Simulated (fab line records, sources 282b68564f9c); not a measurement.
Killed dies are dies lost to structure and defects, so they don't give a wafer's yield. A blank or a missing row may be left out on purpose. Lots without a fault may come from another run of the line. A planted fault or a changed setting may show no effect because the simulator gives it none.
Chamber matching | flow rit_cmos | RIT_CONTACT_ETCH_11 on rie_diel-03: 4 sister chambers
The step etches SiO2 in CHF3/CF4/Ar, stops on TiSi2, target depth 480 nm, time 320 s. 4 wafers are shown with their chamber, then 7 later ones without.

WAFERS WITH THEIR CHAMBER
wafer  | chamber | throttle_valve_pct (%)
L515.2 | 3       | 8.94
L517.1 | 1       | 8.59
L517.2 | 2       | 8.84
L522.5 | 0       | 8.84

WAFERS WITHOUT THEIR CHAMBER
wafer  | throttle_valve_pct (%)
L522.6 | 8.59
L524.1 | 8.82
L524.3 | 8.58
L524.6 | 8.82
L525.2 | 8.91
L525.3 | 8.83
L525.4 | 8.58

WHICH CHAMBER EACH WENT THROUGH
wafer  | from the rows above     | in truth
L522.6 | 1                       | 1
L524.1 | can't be placed: 0 or 2 | 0
L524.3 | 1                       | 1
L524.6 | can't be placed: 0 or 2 | 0
L525.2 | 3                       | 3
L525.3 | can't be placed: 0 or 2 | 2
L525.4 | 1                       | 1
Placed correctly: 4 of 7. Can't be placed from these rows: 3 (the true chamber is among the candidates in 3). Placed wrongly: 0.
How it was worked out, from the rows above alone: a wafer's distance from a chamber is the root of the sum, over the readings, of the square of ((its reading less the chamber's mean) divided by the reading's scatter). The wafer belongs to the nearest chamber; if the next one is less than 2 further off, it can't be placed. A chamber's mean is the mean of its shown wafers. The scatter: with one shown wafer a chamber, the root of the mean of the squares of how far each hidden wafer lies from its nearest shown one.
